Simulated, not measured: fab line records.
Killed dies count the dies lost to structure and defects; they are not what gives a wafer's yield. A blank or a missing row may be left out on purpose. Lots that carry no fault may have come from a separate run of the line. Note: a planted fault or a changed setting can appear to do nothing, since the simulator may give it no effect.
Matching of chambers / flow berkeleyCmos170 / UCB170_CONTACT_ETCH_17 on rieDiel-01 has 4 sister chambers
The step etches BARC in N2/H2. 14 wafers are shown with their chamber, then 7 later ones without.

== WAFERS WITH THEIR CHAMBER ==
wafer=L853.2; chamber=0; drypumpMotorCurrentA (A)=6.1; throttleValvePct (%)=13.49; oesProductAu (a.u.)=1.042
wafer=L853.3; chamber=1; drypumpMotorCurrentA (A)=5.1; throttleValvePct (%)=13.32; oesProductAu (a.u.)=0.982
wafer=L853.4; chamber=2; drypumpMotorCurrentA (A)=5.9; throttleValvePct (%)=13.50; oesProductAu (a.u.)=0.977
wafer=L858.1; chamber=3; drypumpMotorCurrentA (A)=4.9; throttleValvePct (%)=13.42; oesProductAu (a.u.)=0.990
wafer=L858.3; chamber=0; drypumpMotorCurrentA (A)=6.1; throttleValvePct (%)=13.50; oesProductAu (a.u.)=1.048
wafer=L858.4; chamber=1; drypumpMotorCurrentA (A)=5.1; throttleValvePct (%)=13.34; oesProductAu (a.u.)=0.971
wafer=L857.1; chamber=0; drypumpMotorCurrentA (A)=6.1; throttleValvePct (%)=13.48; oesProductAu (a.u.)=1.036
wafer=L857.3; chamber=3; drypumpMotorCurrentA (A)=4.9; throttleValvePct (%)=13.40; oesProductAu (a.u.)=0.990
wafer=L857.4; chamber=1; drypumpMotorCurrentA (A)=5.0; throttleValvePct (%)=13.32; oesProductAu (a.u.)=0.975
wafer=L859.3; chamber=2; drypumpMotorCurrentA (A)=5.9; throttleValvePct (%)=13.51; oesProductAu (a.u.)=0.988
wafer=L859.5; chamber=3; drypumpMotorCurrentA (A)=4.9; throttleValvePct (%)=13.41; oesProductAu (a.u.)=0.998
wafer=L859.6; chamber=2; drypumpMotorCurrentA (A)=5.9; throttleValvePct (%)=13.52; oesProductAu (a.u.)=0.996
wafer=L865.1; chamber=2; drypumpMotorCurrentA (A)=5.9; throttleValvePct (%)=13.53; oesProductAu (a.u.)=0.986
wafer=L865.3; chamber=3; drypumpMotorCurrentA (A)=4.9; throttleValvePct (%)=13.41; oesProductAu (a.u.)=0.999

SIGNATURES (averages over the wafers above)
reading=drypumpMotorCurrentA; chamber 0=6.100; chamber 1=5.067; chamber 2=5.900; chamber 3=4.900; scatter within a chamber=0.0258
reading=throttleValvePct; chamber 0=13.4900; chamber 1=13.3267; chamber 2=13.5150; chamber 3=13.4100; scatter within a chamber=0.0108
reading=oesProductAu; chamber 0=1.04200; chamber 1=0.97600; chamber 2=0.98675; chamber 3=0.99425; scatter within a chamber=0.00624
Rule: a wafer's distance from a chamber is the root of the sum, over the readings, of the square of ((its reading less the chamber's mean) divided by the reading's scatter). The wafer belongs to the nearest chamber; if the next one is less than 2 further off, it can't be placed. The scatter: the root of (the sum of the squares of (reading less its chamber's mean) over the shown wafers, divided by (wafers less chambers)).

== WAFERS MISSING THEIR CHAMBER ==
wafer=L865.4; drypumpMotorCurrentA (A)=5.1; throttleValvePct (%)=13.33; oesProductAu (a.u.)=0.954
wafer=L863.1; drypumpMotorCurrentA (A)=4.9; throttleValvePct (%)=13.40; oesProductAu (a.u.)=0.985
wafer=L863.2; drypumpMotorCurrentA (A)=6.0; throttleValvePct (%)=13.52; oesProductAu (a.u.)=0.990
wafer=L863.6; drypumpMotorCurrentA (A)=6.0; throttleValvePct (%)=13.51; oesProductAu (a.u.)=0.985
wafer=L868.4; drypumpMotorCurrentA (A)=5.9; throttleValvePct (%)=13.51; oesProductAu (a.u.)=0.985
wafer=L868.5; drypumpMotorCurrentA (A)=6.1; throttleValvePct (%)=13.42; oesProductAu (a.u.)=0.998
wafer=L868.6; drypumpMotorCurrentA (A)=5.1; throttleValvePct (%)=13.32; oesProductAu (a.u.)=0.957

== EACH ONE'S CHAMBER ==
wafer=L865.4; from the rows above=1; in truth=1
wafer=L863.1; from the rows above=3; in truth=3
wafer=L863.2; from the rows above=2; in truth=2
wafer=L863.6; from the rows above=2; in truth=2
wafer=L868.4; from the rows above=2; in truth=2
wafer=L868.5; from the rows above=0; in truth=0
wafer=L868.6; from the rows above=1; in truth=1
Correctly placed: 7 of 7. Number that these rows cannot place: 0. Wrongly placed: 0.
